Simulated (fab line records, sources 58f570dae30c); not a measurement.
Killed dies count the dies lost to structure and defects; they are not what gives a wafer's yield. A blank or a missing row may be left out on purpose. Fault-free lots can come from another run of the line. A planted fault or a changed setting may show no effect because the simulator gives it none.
Split-lot experiment / flow berkeley_cmos170 / on a route of 331 steps: 5 lots, 23 wafers read

== SPLIT DETAILS ==
At UCB170_SACOX_OXIDATION_01 (target thk 14.4 nm, ox time 2400 s), the setting ox_time_s was moved away from the recipe's 2400 s on 20 of the 23 wafers read, by -10.5% to +10.7%. For the rest of the wafers, this setting stayed at what the recipe calls for.

Between the split and the reading, the file records no step.

== THE READING ==
SACOX_OXIDE_THK, in nm, at UCB170_SACOX_THK_MEAS_02. On this fab line, fault-free wafers typically give 14.3 nm with a standard deviation of 0.35 nm.

wafer=L074.2; tool, chamber at the split=furnace-01, 0; ox_time_s as run, s=2400; against the recipe=recipe; SACOX_OXIDE_THK, nm=14.2; against lot-mates on the recipe=-
wafer=L074.4; tool, chamber at the split=furnace-01, 0; ox_time_s as run, s=2400; against the recipe=recipe; SACOX_OXIDE_THK, nm=14.5; against lot-mates on the recipe=-
wafer=L074.5; tool, chamber at the split=furnace-01, 0; ox_time_s as run, s=2400; against the recipe=recipe; SACOX_OXIDE_THK, nm=14.5; against lot-mates on the recipe=-
wafer=L078.1; tool, chamber at the split=-, -; ox_time_s as run, s=2623; against the recipe=+9.3%; SACOX_OXIDE_THK, nm=15.3; against lot-mates on the recipe=no lot-mate on the recipe
wafer=L078.2; tool, chamber at the split=-, -; ox_time_s as run, s=2623; against the recipe=+9.3%; SACOX_OXIDE_THK, nm=15.3; against lot-mates on the recipe=no lot-mate on the recipe
wafer=L078.3; tool, chamber at the split=-, -; ox_time_s as run, s=2623; against the recipe=+9.3%; SACOX_OXIDE_THK, nm=15.4; against lot-mates on the recipe=no lot-mate on the recipe
wafer=L078.4; tool, chamber at the split=-, -; ox_time_s as run, s=2623; against the recipe=+9.3%; SACOX_OXIDE_THK, nm=15.4; against lot-mates on the recipe=no lot-mate on the recipe
wafer=L078.6; tool, chamber at the split=-, -; ox_time_s as run, s=2623; against the recipe=+9.3%; SACOX_OXIDE_THK, nm=15.4; against lot-mates on the recipe=no lot-mate on the recipe
wafer=L079.1; tool, chamber at the split=-, -; ox_time_s as run, s=2148; against the recipe=-10.5%; SACOX_OXIDE_THK, nm=13.2; against lot-mates on the recipe=no lot-mate on the recipe
wafer=L079.2; tool, chamber at the split=-, -; ox_time_s as run, s=2148; against the recipe=-10.5%; SACOX_OXIDE_THK, nm=13.4; against lot-mates on the recipe=no lot-mate on the recipe
wafer=L079.3; tool, chamber at the split=-, -; ox_time_s as run, s=2148; against the recipe=-10.5%; SACOX_OXIDE_THK, nm=13.5; against lot-mates on the recipe=no lot-mate on the recipe
wafer=L079.4; tool, chamber at the split=-, -; ox_time_s as run, s=2148; against the recipe=-10.5%; SACOX_OXIDE_THK, nm=13.6; against lot-mates on the recipe=no lot-mate on the recipe
wafer=L079.6; tool, chamber at the split=-, -; ox_time_s as run, s=2148; against the recipe=-10.5%; SACOX_OXIDE_THK, nm=13.4; against lot-mates on the recipe=no lot-mate on the recipe
wafer=L082.1; tool, chamber at the split=-, -; ox_time_s as run, s=2578; against the recipe=+7.4%; SACOX_OXIDE_THK, nm=14.8; against lot-mates on the recipe=no lot-mate on the recipe
wafer=L082.3; tool, chamber at the split=-, -; ox_time_s as run, s=2578; against the recipe=+7.4%; SACOX_OXIDE_THK, nm=14.9; against lot-mates on the recipe=no lot-mate on the recipe
wafer=L082.4; tool, chamber at the split=-, -; ox_time_s as run, s=2578; against the recipe=+7.4%; SACOX_OXIDE_THK, nm=15.2; against lot-mates on the recipe=no lot-mate on the recipe
wafer=L082.5; tool, chamber at the split=-, -; ox_time_s as run, s=2578; against the recipe=+7.4%; SACOX_OXIDE_THK, nm=14.8; against lot-mates on the recipe=no lot-mate on the recipe
wafer=L082.6; tool, chamber at the split=-, -; ox_time_s as run, s=2578; against the recipe=+7.4%; SACOX_OXIDE_THK, nm=14.9; against lot-mates on the recipe=no lot-mate on the recipe
wafer=L085.1; tool, chamber at the split=-, -; ox_time_s as run, s=2656; against the recipe=+10.7%; SACOX_OXIDE_THK, nm=15.3; against lot-mates on the recipe=no lot-mate on the recipe
wafer=L085.2; tool, chamber at the split=-, -; ox_time_s as run, s=2656; against the recipe=+10.7%; SACOX_OXIDE_THK, nm=15.2; against lot-mates on the recipe=no lot-mate on the recipe
wafer=L085.3; tool, chamber at the split=-, -; ox_time_s as run, s=2656; against the recipe=+10.7%; SACOX_OXIDE_THK, nm=15.2; against lot-mates on the recipe=no lot-mate on the recipe
wafer=L085.4; tool, chamber at the split=-, -; ox_time_s as run, s=2656; against the recipe=+10.7%; SACOX_OXIDE_THK, nm=15.1; against lot-mates on the recipe=no lot-mate on the recipe
wafer=L085.5; tool, chamber at the split=-, -; ox_time_s as run, s=2656; against the recipe=+10.7%; SACOX_OXIDE_THK, nm=15.1; against lot-mates on the recipe=no lot-mate on the recipe

FIT RESULTS
A straight line over all 23 wafers: SACOX_OXIDE_THK changes by +0.088 nm for each +1% of ox_time_s; r = +0.98; the points scatter about the line by 0.17 nm.
Too few moved wafers have a lot-mate on the recipe to fit a line with each lot's own level taken away.

== THE WHOLE CHAIN: every reading that the file lists as answering this split, in the file's order ==
step=UCB170_SACOX_OXIDATION_01; what it does=target thk 14.4 nm, ox time 2400 s; reading=SiO2_of_SACOX_OXIDATION_01.thk_nm (the simulator's own value, which no gauge read); change (the file's fit)=+0.0876 nm for each +1% of the setting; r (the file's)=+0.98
step=UCB170_SACOX_THK_MEAS_02; what it does=; reading=SACOX_OXIDE_THK; change (the file's fit)=+0.0881 for each +1% of the setting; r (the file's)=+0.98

== THE FILE'S OWN FIT ==
SACOX_OXIDE_THK changes by +0.0881 nm for each +1% of ox_time_s, r = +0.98.
